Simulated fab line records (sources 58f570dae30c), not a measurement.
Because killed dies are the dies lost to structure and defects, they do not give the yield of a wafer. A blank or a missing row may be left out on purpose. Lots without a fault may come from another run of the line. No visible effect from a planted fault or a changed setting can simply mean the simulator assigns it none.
Which tool was responsible? + flow berkeley-cmos170 + 42 wafers from 14 lots sampled at 5 of the route's 331 steps

== WHAT EACH GAUGE READ, for each wafer ==
UCB170_M1_CD_MEAS_90 targets a cd of 700 nm. Usual: cd-nm at 698.4 nm, with a standard deviation of 1.9.
| lot  | measured     | on        | cd-nm (nm)        | flag |
|------|--------------|-----------|-------------------|------|
| L935 | day 7 13:49  | cd-sem-02 | 695.3 696.2 694.9 |      |
| L938 | day 8 12:19  | cd-sem-02 | 700.7 698.8 697.0 |      |
| L940 | day 8 18:04  | cd-sem-02 | 698.7 698.8 697.7 |      |
| L942 | day 9 08:34  | cd-sem-01 | 699.2 699.4 700.7 |      |
| L941 | day 9 08:43  | cd-sem-02 | 698.8 703.1 700.8 |      |
| L943 | day 10 08:43 | cd-sem-01 | 697.0 696.3 699.5 |      |
| L945 | day 10 09:01 | cd-sem-02 | 698.2 699.8 699.6 |      |
| L948 | day 10 20:43 | cd-sem-02 | 700.0 701.9 698.5 |      |
| L947 | day 10 21:02 | cd-sem-02 | 699.5 700.2 697.2 |      |
| L946 | day 10 22:56 | cd-sem-01 | 700.7 696.2 699.8 |      |
| L951 | day 11 03:35 | cd-sem-02 | 695.7 693.4 696.7 |      |
| L950 | day 11 05:02 | cd-sem-02 | 697.3 699.5 698.4 |      |
| L956 | day 12 01:52 | cd-sem-02 | 698.0 698.2 696.8 |      |
| L958 | day 12 19:05 | cd-sem-02 | 699.2 700.4 697.8 |      |

UCB170_V2_CD_MEAS_90 targets a cd of 700 nm. Usual: cd-nm at 699.9 nm, with a standard deviation of 1.2.
| lot  | measured     | on        | cd-nm (nm)        | flag |
|------|--------------|-----------|-------------------|------|
| L935 | day 8 01:38  | cd-sem-02 | 700.4 701.8 701.9 |      |
| L938 | day 8 21:31  | cd-sem-01 | 701.5 700.4 699.8 |      |
| L940 | day 9 03:58  | cd-sem-02 | 699.5 699.0 701.1 |      |
| L942 | day 9 17:19  | cd-sem-02 | 699.5 697.8 698.2 |      |
| L941 | day 9 18:31  | cd-sem-01 | 698.4 698.0 698.5 |      |
| L943 | day 10 19:11 | cd-sem-02 | 700.0 699.8 700.8 |      |
| L945 | day 10 19:41 | cd-sem-02 | 700.3 697.8 700.3 |      |
| L948 | day 11 09:13 | cd-sem-01 | 701.1 701.2 700.1 |      |
| L947 | day 11 10:26 | cd-sem-02 | 700.7 701.9 700.6 |      |
| L946 | day 11 14:12 | cd-sem-01 | 700.7 701.5 701.0 |      |
| L951 | day 11 15:19 | cd-sem-01 | 701.3 702.9 701.8 |      |
| L950 | day 11 15:33 | cd-sem-02 | 699.2 698.3 698.1 |      |
| L956 | day 12 15:14 | cd-sem-02 | 700.2 701.1 701.2 |      |
| L958 | day 13 04:27 | cd-sem-01 | 700.6 700.4 700.3 |      |

== EACH LOT AND THE TOOL THAT RAN IT (in order: tool; ch and the chambers of the sampled wafers; start) ==
| lot  | UCB170_M2_SPUTTER_01         | UCB170_V2_ETCH_14                  | UCB170_V2_STRIP_15                   |
|------|------------------------------|------------------------------------|--------------------------------------|
| L935 | pvd-sputter-01, day 7 18:46  | rie-diel-04 ch 1,3, day 8 01:19    | plasma-asher-01 ch 0,1, day 8 01:31  |
| L938 | pvd-sputter-01, day 8 16:22  | rie-diel-03 ch 0,2, day 8 21:13    | plasma-asher-04 ch 0,1, day 8 21:25  |
| L940 | pvd-sputter-01, day 8 21:53  | rie-diel-04 ch 2,3, day 9 03:37    | plasma-asher-02 ch 0,1, day 9 03:50  |
| L942 | pvd-sputter-01, day 9 12:28  | rie-diel-01 ch 0,2,3, day 9 17:02  | plasma-asher-04 ch 0,1, day 9 17:13  |
| L941 | pvd-sputter-04, day 9 13:49  | rie-diel-01 ch 0,2, day 9 18:14    | plasma-asher-04 ch 0,1, day 9 18:25  |
| L943 | pvd-sputter-02, day 10 13:37 | rie-diel-01 ch 0,2, day 10 18:55   | plasma-asher-02 ch 0, day 10 19:05   |
| L945 | pvd-sputter-04, day 10 13:51 | rie-diel-04 ch 0,1,2, day 10 19:23 | plasma-asher-02 ch 0,1, day 10 19:34 |
| L948 | pvd-sputter-01, day 11 02:33 | rie-diel-01 ch 0,3, day 11 08:55   | plasma-asher-04 ch 0,1, day 11 09:06 |
| L947 | pvd-sputter-02, day 11 02:48 | rie-diel-04 ch 0,1,2, day 11 10:06 | plasma-asher-04 ch 0,1, day 11 10:20 |
| L946 | pvd-sputter-01, day 11 06:44 | rie-diel-04 ch 0,1,3, day 11 13:54 | plasma-asher-01 ch 0,1, day 11 14:05 |
| L951 | pvd-sputter-02, day 11 09:54 | rie-diel-04 ch 1,2, day 11 15:01   | plasma-asher-04 ch 0,1, day 11 15:11 |
| L950 | pvd-sputter-01, day 11 09:56 | rie-diel-01 ch 0,1, day 11 15:16   | plasma-asher-01 ch 0,1, day 11 15:26 |
| L956 | pvd-sputter-01, day 12 07:38 | rie-diel-04 ch 1,2, day 12 14:57   | plasma-asher-02 ch 0,1, day 12 15:08 |
| L958 | pvd-sputter-01, day 12 22:59 | rie-diel-01 ch 0,1, day 13 04:10   | plasma-asher-01 ch 0,1, day 13 04:21 |
- UCB170_M2_SPUTTER_01: material Al, target thk 900 nm, time 120 s.
- UCB170_V2_ETCH_14: etches SiO2 in CHF3/CF4/Ar, stops on Al, target depth 1250 nm, time 291 s.
- UCB170_V2_STRIP_15: strips in O2.

== WHAT THE TOOLS THEMSELVES READ (means of the sampled wafers that have a number; where no wafer has one, the mark that the record gives instead) ==
UCB170_M2_SPUTTER_01. Usual: throttle-valve-pct at 30.8 %, with a standard deviation of 1.1.
| lot  | tool           | throttle-valve-pct (%) | flag |
|------|----------------|------------------------|------|
| L935 | pvd-sputter-01 | 31.5                   |      |
| L938 | pvd-sputter-01 | 30.4                   |      |
| L940 | pvd-sputter-01 | 31.0                   |      |
| L942 | pvd-sputter-01 | 31.8                   |      |
| L941 | pvd-sputter-04 | 31.3                   |      |
| L943 | pvd-sputter-02 | 30.7                   |      |
| L945 | pvd-sputter-04 | 29.8                   |      |
| L948 | pvd-sputter-01 | 30.2                   |      |
| L947 | pvd-sputter-02 | 30.2                   |      |
| L946 | pvd-sputter-01 | 30.8                   |      |
| L951 | pvd-sputter-02 | 30.3                   |      |
| L950 | pvd-sputter-01 | 31.5                   |      |
| L956 | pvd-sputter-01 | 31.7                   |      |
| L958 | pvd-sputter-01 | 30.9                   |      |

UCB170_V2_ETCH_14. Usual: cf4-flow-sccm 15.00 sccm, standard deviation 0.044; drypump-motor-current-A 5.9 A, standard deviation 0.56; mfc-ar-sccm 150.0 sccm, standard deviation 0.43; oes-product-au 0.865 a.u., standard deviation 0.013; throttle-valve-pct 7.02 %, standard deviation 0.11.
| lot  | tool        | cf4-flow-sccm (sccm) | drypump-motor-current-A (A) | mfc-ar-sccm (sccm) | oes-product-au (a.u.) | throttle-valve-pct (%) | flag |
|------|-------------|----------------------|-----------------------------|--------------------|-----------------------|------------------------|------|
| L935 | rie-diel-04 | 14.97                | 6.1                         | 149.8              | 0.855                 | 7.06                   |      |
| L938 | rie-diel-03 | 15.03                | 5.6                         | 149.9              | 0.876                 | 6.91                   |      |
| L940 | rie-diel-04 | 14.96                | 5.8                         | 149.5              | 0.868                 | 7.11                   |      |
| L942 | rie-diel-01 | 15.00                | 5.9                         | 150.3              | 0.867                 | 7.07                   |      |
| L941 | rie-diel-01 | 14.98                | 6.5                         | 150.2              | 0.868                 | 7.02                   |      |
| L943 | rie-diel-01 | 15.03                | 6.5                         | 150.0              | 0.860                 | 7.03                   |      |
| L945 | rie-diel-04 | 15.04                | 5.9                         | 149.9              | 0.871                 | 7.04                   |      |
| L948 | rie-diel-01 | 14.94                | 5.4                         | 149.8              | 0.871                 | 7.12                   |      |
| L947 | rie-diel-04 | 15.01                | 5.9                         | 149.9              | 0.875                 | 7.03                   |      |
| L946 | rie-diel-04 | 15.03                | 6.0                         | 150.1              | 0.864                 | 7.04                   |      |
| L951 | rie-diel-04 | 14.99                | 6.2                         | 150.1              | 0.790                 | 6.97                   | OFF  |
| L950 | rie-diel-01 | 14.99                | 6.0                         | 150.0              | 0.855                 | 6.92                   |      |
| L956 | rie-diel-04 | 14.99                | 6.2                         | 150.3              | 0.787                 | 6.96                   | OFF  |
| L958 | rie-diel-01 | 14.97                | 6.3                         | 149.9              | 0.867                 | 6.97                   |      |

UCB170_V2_STRIP_15. Usual: drypump-motor-current-A 5.4 A, standard deviation 0.39; oes-product-au 0.722 a.u., standard deviation 0.0048; strip-time-to-endpoint-s 15.34 s, standard deviation 0.089.
| lot  | tool            | drypump-motor-current-A (A) | oes-product-au (a.u.) | strip-time-to-endpoint-s (s) | flag |
|------|-----------------|-----------------------------|-----------------------|------------------------------|------|
| L935 | plasma-asher-01 | 5.7                         | 0.730                 | 15.49                        |      |
| L938 | plasma-asher-04 | 5.0                         | 0.720                 | 15.32                        |      |
| L940 | plasma-asher-02 | 5.3                         | 0.716                 | 15.27                        |      |
| L942 | plasma-asher-04 | 5.0                         | 0.719                 | 15.26                        |      |
| L941 | plasma-asher-04 | 5.0                         | 0.721                 | 15.45                        |      |
| L943 | plasma-asher-02 | 5.2                         | 0.719                 | 15.33                        |      |
| L945 | plasma-asher-02 | 5.5                         | 0.726                 | 15.41                        |      |
| L948 | plasma-asher-04 | 5.0                         | 0.722                 | 15.28                        |      |
| L947 | plasma-asher-04 | 5.4                         | 0.722                 | 15.28                        |      |
| L946 | plasma-asher-01 | 5.7                         | 0.722                 | 15.35                        |      |
| L951 | plasma-asher-04 | 5.0                         | 0.722                 | 14.03                        | OFF  |
| L950 | plasma-asher-01 | 5.7                         | 0.721                 | 15.40                        |      |
| L956 | plasma-asher-02 | 5.5                         | 0.720                 | 14.25                        | OFF  |
| L958 | plasma-asher-01 | 5.5                         | 0.721                 | 15.31                        |      |

== THE ANSWER, worked out from the rows above alone ==
Rule: take the mean of a lot's wafers that have a number; if it is more than 3 standard deviations from the usual mean, the lot is off. Also off: a lot with no number at a reading for which 4 or more lots have one. All remaining lots with rows at the step are treated as sound. First the gauges in route order, then the tools' own readings, where a lot's mean is used as printed above. At the first step where some lot is off, the reading lying furthest off is the one used; lots without a number count as furthest.
Off at UCB170_V2_ETCH_14 (oes-product-au): L951, L956.
If a tool, at that step or one of the process steps before it, ran each lot that is off and ran no sound lot following the first of them, it fits. One candidate fits, namely rie-diel-04 at UCB170_V2_ETCH_14. Its last sound lot is L946 (day 11 13:54), its first lot that is off L951 (day 11 15:01): a fault that began between those two fits.
The tool's own readings at UCB170_V2_ETCH_14 bear it out: on the lots that are off they differ by more than 5 times the standard deviation of the sound lots' means. oes-product-au reads 0.788 a.u. there against 0.866 a.u. on the sound lots.

== WHAT WAS PUT IN BY THE SIMULATOR ==
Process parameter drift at UCB170_V2_ETCH_14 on rie-diel-04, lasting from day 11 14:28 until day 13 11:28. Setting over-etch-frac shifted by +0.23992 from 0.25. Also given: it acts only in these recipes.
Struck lots among those shown: L951, L956. The same result came from the rule above.
